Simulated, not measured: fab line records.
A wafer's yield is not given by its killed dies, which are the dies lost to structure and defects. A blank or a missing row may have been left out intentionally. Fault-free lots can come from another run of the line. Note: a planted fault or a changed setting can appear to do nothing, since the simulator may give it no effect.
8D (eight disciplines) problem report, filled in by code | flow berkeley-cmos170 | the parts of the form that need people (team, actions taken, sign-off) are left out

## 1. WHAT WENT WRONG
Mean of spin-speed-rpm at UCB170_NVT_COAT_01: 1304.2 rpm across 6 wafers in 2 lots; on wafers with no fault it is 1499.9 rpm (standard deviation 1). So: -99 or more standard deviations from the usual mean.
The step: resist thk 900 nm.
The first sign was on wafer L748.1 at day 8 09:07, on litho-track-04. At this step, 42 wafers from 14 lots have a number in the record. Rule for "out", or "out of limits": more than 4 standard deviations from the usual mean. The rest of the wafers with a number are treated as sound.

## 2. WHAT IT IS AND WHAT IT IS NOT
question                    | is                     | is not
which readings at this step | spin-speed-rpm         | -
which lots                  | L748, L754             | L738, L740, L741, L742, L743, L746, L747, L750, L751, L757, L760, L761
which wafers of those lots  | all that have a number | -
read on which tools         | litho-track-04         | litho-track-01, litho-track-02
when                        | from day 8 09:07       | up to then (27 sound wafers); but 9 sound wafers of L757, L760, L761 came after

## 3. WHAT RULES OUT EACH SUSPECT
Counting: any tool at a process step up to the reading is kept as a suspect provided that every lot that is out went through it and no sound lot did after the first of them.
- litho-track-04 at UCB170_NVT_COAT_01 (resist thk 900 nm): kept. Every lot that is out went through it, starting with L748 (day 8 09:07), and after that it ran no sound lot; the last sound lot it ran before then is L750 (day 8 08:41). Its own readings are out on those wafers: spin-speed-rpm.
After counting, what remains is litho-track-04 at UCB170_NVT_COAT_01.

## 4. THE CAUSE (what the simulator had put in)
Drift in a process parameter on litho-track-04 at UCB170_NVT_COAT_01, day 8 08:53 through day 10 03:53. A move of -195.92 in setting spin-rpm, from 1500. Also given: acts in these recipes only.
This tool alone remained once counting was done.

## 5. THE EFFECT CHAIN, in route order
Each row: a reading whose mean over the struck wafers that have a number lies more than 3 standard deviations from the usual. Scope: only readings with a usual standard deviation given in the record; hours: median across lots of the time from each lot's start at the first step in this table that gives one to its start at this step; sigmas: change in usual standard deviations.
hours | step                | reading                  | usual      | on struck wafers | change | sigmas
0     | UCB170_NVT_COAT_01  | spin-speed-rpm           | 1499.9 rpm | 1304.2           | -195.7 | -99 or more
1     | UCB170_NVT_STRIP_08 | strip-time-to-endpoint-s | 21.59 s    | 23.20            | +1.61  | +27
The process steps in it:
- UCB170_NVT_COAT_01: resist thk 900 nm.
- UCB170_NVT_STRIP_08: strips in O2.

## 6. WHAT WOULD HAVE CAUGHT IT SOONER
In this record the first reading out of limits was taken at day 8 09:07, 0 hours after the fault began at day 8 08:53.
